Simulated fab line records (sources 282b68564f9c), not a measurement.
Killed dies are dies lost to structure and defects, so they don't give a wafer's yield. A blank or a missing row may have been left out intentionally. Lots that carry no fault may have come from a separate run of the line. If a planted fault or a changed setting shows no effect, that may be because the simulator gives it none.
Which tool is to blame?    flow ritCmos    45 wafers from 15 lots sampled at 2 of the route's 202 steps

== WHAT EACH GAUGE READ, for each wafer ==
The record lacks any reading of a measuring or inspecting step that a usual standard deviation could be used to judge.

== EACH LOT AND THE TOOL THAT RAN IT (in order: tool; ch and the chambers of the sampled wafers; start) ==
lot   RIT_FOX2_WET_ETCH_03           RIT_M1_PROBE_99
L181  wetBench-04 ch 3, day 1 20:10  -
L183  wetBench-04 ch 2, day 2 05:53  -
L185  wetBench-03 ch 3, day 2 17:55  -
L187  wetBench-01 ch 0, day 3 09:14  prober-01, day 5 02:25
L189  wetBench-03 ch 1, day 3 15:37  -
L190  wetBench-04 ch 1, day 3 19:28  -
L191  wetBench-04 ch 0, day 3 23:52  prober-01, day 5 18:28
L192  wetBench-03 ch 2, day 4 05:00  prober-02, day 5 21:59
L193  wetBench-04 ch 1, day 4 09:08  prober-01, day 6 02:51
L194  wetBench-04 ch 0, day 4 13:19  prober-02, day 6 07:10
L195  wetBench-03 ch 0, day 4 22:46  -
L197  wetBench-01 ch 3, day 5 04:13  -
L202  wetBench-04 ch 3, day 6 06:03  -
L203  wetBench-04 ch 2, day 6 09:56  -
L204  wetBench-03 ch 2, day 6 14:28  -
- RIT_FOX2_WET_ETCH_03: etches Si3N4 in H3PO4, target depth 195 nm, time 2700 s.
- RIT_M1_PROBE_99

== WHAT THE TOOLS THEMSELVES READ (means of the sampled wafers that have a number; where no wafer has one, the mark that the record gives instead) ==
RIT_FOX2_WET_ETCH_03. Usual: bathGuardTempC 165.0 C, standard deviation 0.49; bathHeatDutyPct 28.0 %, standard deviation 2.1.
lot   tool         bathGuardTempC (C)  bathHeatDutyPct (%)  flag
L181  wetBench-04  164.8               28.5                 
L183  wetBench-04  164.5               28.4                 
L185  wetBench-03  164.8               27.3                 
L187  wetBench-01  165.3               28.0                 
L189  wetBench-03  165.1               30.3                 
L190  wetBench-04  166.1               25.6                 
L191  wetBench-04  165.2               30.5                 
L192  wetBench-03  -                   -                    OFF
L193  wetBench-04  -                   -                    OFF
L194  wetBench-04  -                   -                    OFF
L195  wetBench-03  164.9               29.4                 
L197  wetBench-01  165.1               26.5                 
L202  wetBench-04  164.8               29.5                 
L203  wetBench-04  164.6               29.3                 
L204  wetBench-03  164.6               27.6                 

RIT_M1_PROBE_99. Usual: killedAtContacts 0.1, standard deviation 0.36; killedAtFrontEnd 7, standard deviation 3.1; killedDies 7, standard deviation 3.1; killedOnRim 1.9, standard deviation 1.4; killedOpen 3.6, standard deviation 2.1; killedShort 3.2, standard deviation 1.9.
lot   tool       killedAtContacts  killedAtFrontEnd  killedDies  killedOnRim  killedOpen  killedShort  flag
L187  prober-01  0.0               7                 7           2.3          3.7         3.7          
L191  prober-01  0.0               5                 5           2.3          3.7         1.7          
L192  prober-02  0.0               264               264         70.0         4.0         2.7          OFF
L193  prober-01  0.0               264               264         70.0         4.3         4.0          OFF
L194  prober-02  0.0               264               264         70.0         4.0         4.3          OFF

== THE ANSWER, worked out from the rows above alone ==
Rule: take the mean of a lot's wafers that have a number; if it is more than 3 standard deviations from the usual mean, the lot is off. A lot without any number at a reading at which 4 lots or more have one is off too. All remaining lots with rows at the step are treated as sound. Order of review: gauges by route order, followed by the tools' own readings, for which a lot's mean as printed above is used. At the first step where some lot is off, the reading lying furthest off is the one used; lots without a number count as furthest.
Off, at RIT_FOX2_WET_ETCH_03 on bathGuardTempC: L192, L193, L194. Without a number there: L192, L193, L194.
If a tool, at that step or one of the process steps before it, ran each lot that is off and ran no sound lot following the first of them, it fits. Of those tried, none fits.

== WHAT THE SIMULATOR PUT IN ==
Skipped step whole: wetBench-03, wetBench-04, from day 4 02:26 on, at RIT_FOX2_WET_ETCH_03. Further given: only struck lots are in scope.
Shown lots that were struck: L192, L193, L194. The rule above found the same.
